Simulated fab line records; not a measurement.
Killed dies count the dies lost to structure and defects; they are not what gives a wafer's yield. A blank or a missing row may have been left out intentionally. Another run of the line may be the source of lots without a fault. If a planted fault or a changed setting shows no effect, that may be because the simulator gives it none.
Lot-split experiment | flow berkeley-cmos170 | 23 wafers read from 5 lots, route of 331 steps

THE SPLIT ITSELF
At UCB170_CONTACT_COAT_04 (resist thk 900 nm), the setting resist-thk-nm was moved away from the recipe's 900 nm on 8 of the 23 wafers read, by +2.5% to +4.6%. The other wafers ran this setting at the recipe's value.

The split's own step is where the reading is taken.

THE READING
KrF_of_CONTACT_COAT_04.thk-nm (the simulator's own value, which no gauge read), in nm, at UCB170_CONTACT_COAT_04 (resist thk 900 nm). There is no usual value for it anywhere in the file. The 15 wafers here that ran the recipe average 902.9 nm, standard deviation 1.7 nm.

wafer  | tool, chamber at the split | resist-thk-nm as run, nm | against the recipe | KrF_of_CONTACT_COAT_04.thk-nm, nm | against lot-mates on the recipe
L074.2 | litho-track-04, 0          | 900                      | recipe             | 902.4                             | -
L074.3 | litho-track-04, 0          | 900                      | recipe             | 903                               | -
L074.4 | litho-track-04, 0          | 922.3                    | +2.5%              | 921.7                             | +19.0
L074.5 | litho-track-04, 0          | 922.3                    | +2.5%              | 922.6                             | +19.9
L074.6 | litho-track-04, 0          | 922.3                    | +2.5%              | 924.5                             | +21.8
L078.1 | litho-track-03, 0          | 937.3                    | +4.1%              | 943                               | +40.2
L078.3 | litho-track-03, 0          | 937.3                    | +4.1%              | 942.9                             | +40.1
L078.4 | litho-track-03, 0          | 900                      | recipe             | 903.4                             | -
L078.5 | litho-track-03, 0          | 900                      | recipe             | 902.3                             | -
L078.6 | litho-track-03, 0          | 937.3                    | +4.1%              | 939.8                             | +37.0
L081.1 | litho-track-03, 0          | 900                      | recipe             | 903.5                             | -
L081.3 | litho-track-03, 0          | 900                      | recipe             | 908                               | -
L081.4 | litho-track-03, 0          | 900                      | recipe             | 904.8                             | -
L084.1 | litho-track-03, 0          | 900                      | recipe             | 901.1                             | -
L084.2 | litho-track-03, 0          | 900                      | recipe             | 902.8                             | -
L084.3 | litho-track-03, 0          | 941                      | +4.6%              | 944.2                             | +42.3
L084.5 | litho-track-03, 0          | 941                      | +4.6%              | 941.4                             | +39.5
L084.6 | litho-track-03, 0          | 900                      | recipe             | 901.7                             | -
L085.1 | litho-track-04, 0          | 900                      | recipe             | 901.3                             | -
L085.3 | litho-track-04, 0          | 900                      | recipe             | 902.9                             | -
L085.4 | litho-track-04, 0          | 900                      | recipe             | 902.8                             | -
L085.5 | litho-track-04, 0          | 900                      | recipe             | 902.2                             | -
L085.6 | litho-track-04, 0          | 900                      | recipe             | 900.7                             | -

FIT RESULTS
A straight line over all 23 wafers: KrF_of_CONTACT_COAT_04.thk-nm changes by +9 nm for each +1% of resist-thk-nm; r = +0.99; the points scatter about the line by 2 nm.
The same after taking each lot's own level away (the mean of its wafers on the recipe; 23 wafers): +9.1 nm for each +1%; r = +1.00; scatter 1.6 nm.
The reading moves by 41 nm for the largest change in resist-thk-nm, on that fit.
The span of the lots' own levels, 901.87 to 905.43 nm, comes to 2.1 times the standard deviation stated above.
Consequently the slope shifts little with the lot-to-lot level, the two slopes agreeing.
Check: with one of the wafers moved furthest among these (+4.6%) left out of the fit, the line predicts +41 nm for it against its lot-mates. It came out at +42.3 nm against them.

ADDITIONAL SPLITS CARRIED BY THESE WAFERS
Note: prior to the reading, these wafers also went through further splits. Each is held against what the fit with the lots' levels taken away leaves over:
other split on the same wafers    | wafers away from the commonest value | r with KrF_of_CONTACT_COAT_04.thk-nm (lot level and that fit taken away)
UCB170_NSD_EXPOSE_03 dose-mj      | 11                                   | -0.28
UCB170_SILICIDE_SPUTTER_01 time-s | 4                                    | +0.09

THE WHOLE CHAIN: every reading that the file lists as answering this split, in the file's order
step                    | what it does      | reading                                                                        | change (the file's fit)              | r (the file's)
UCB170_CONTACT_COAT_04  | resist thk 900 nm | KrF_of_CONTACT_COAT_04.thk-nm (the simulator's own value, which no gauge read) | +9.04 nm for each +1% of the setting | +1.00
UCB170_CONTACT_STRIP_06 | strips in O2      | strip-time-to-endpoint-s                                                       | withheld for each +1% of the setting | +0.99

FILE'S OWN FIT
KrF_of_CONTACT_COAT_04.thk-nm changes by +9.04 nm for each +1% of resist-thk-nm, r = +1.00.
